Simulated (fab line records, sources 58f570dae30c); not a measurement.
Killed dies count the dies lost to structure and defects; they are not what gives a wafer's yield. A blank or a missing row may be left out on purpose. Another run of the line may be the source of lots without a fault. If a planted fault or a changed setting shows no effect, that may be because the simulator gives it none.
2 desks, one fault	flow berkeley_cmos170	what lay behind the numbers comes last; until then each desk has only its own

THE TOOL OWNER'S DESK: pvd_sputter-03
The tool's own readings at UCB170_M2_SPUTTER_01 (material Al, target thk 900 nm, time 120 s): means of the sampled wafers that have a number, for each lot that ran on this tool. If a lot's mean is further than 4 standard deviations from the usual mean, the lot is out of limits and carries the mark OUT (the distance appears in the brackets).
Columns: A = chamber_pressure_pa at UCB170_M2_SPUTTER_01, usual 0.5000 Pa; B = throttle_valve_pct at UCB170_M2_SPUTTER_01, usual 29.7 %
lot	first seen here	A	B
L962	day 6 20:40	0.4998	29.5
L971	day 8 20:52	0.5359 (+37) OUT	28.7
L975	day 10 03:38	0.5363 (+37) OUT	27.9
This desk finds L971, L975 out of limits, L971 being first, at day 8 20:52 (chamber_pressure_pa at UCB170_M2_SPUTTER_01). Within limits: L962.

AT THE METROLOGY DESK
Lot by lot, what the gauges showed, no matter which tool ran the lot: averages of those sampled wafers that carry a number. If a lot's mean is further than 4 standard deviations from the usual mean, the lot is out of limits and carries the mark OUT (the distance appears in the brackets).
Columns: A = cd_nm at UCB170_V1_CD_MEAS_12, usual 700.4 nm; B = V1_OVL at UCB170_V1_OVL_MEAS_13, usual 3 nm; C = cd_nm at UCB170_V1_CD_MEAS_90, usual 700.1 nm; D = M2_AL_RS at UCB170_M2_RS_MEAS_02, usual 0.0324 ohm/sq; E = M2_AL_THK at UCB170_M2_THK_MEAS_03, usual 889 nm; F = cd_nm at UCB170_M2_CD_MEAS_15, usual 700.0 nm; G = M2_OVL at UCB170_M2_OVL_MEAS_16, usual -1 nm
lot	first seen here	A	B	C	D	E	F	G
L962	day 6 20:03	700.1	-3	699.8	0.0324	888	700.1	9
L968	day 8 00:31	702.5	0	702.5	0.0322	893	698.8	3
L971	day 8 20:16	701.6	3	701.5	0.0333	862	702.3	-5
L975	day 10 03:02	700.5	-4	700.0	0.0327	884	699.3	4
L979	day 10 19:31	700.7	-4	700.5	0.0325	886	699.0	5
L980	day 11 03:14	700.3	9	700.5	0.0324	887	700.7	-2
This desk's verdict: no lot among the 6 shows anything out of limits.

ALL TOGETHER
The tool owner's desk could have raised an alarm at day 8 20:52, on L971, L975.
At the metrology desk, nothing out of limits was observed.
The metrology desk has L971, L975 on record, within its limits.
The lots listed all ran UCB170_M2_SPUTTER_01 on pvd_sputter-03.

WHAT HAD BEEN PUT IN BY THE SIMULATOR
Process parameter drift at UCB170_M2_SPUTTER_01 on pvd_sputter-03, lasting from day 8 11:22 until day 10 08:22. Setting chamber_pressure_pa shifted by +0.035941 from 0.5. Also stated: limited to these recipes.
Lots struck among those shown: L971, L975.
Time in hours from fault onset to the first out-of-limits reading at each desk: the tool owner's desk, 10.
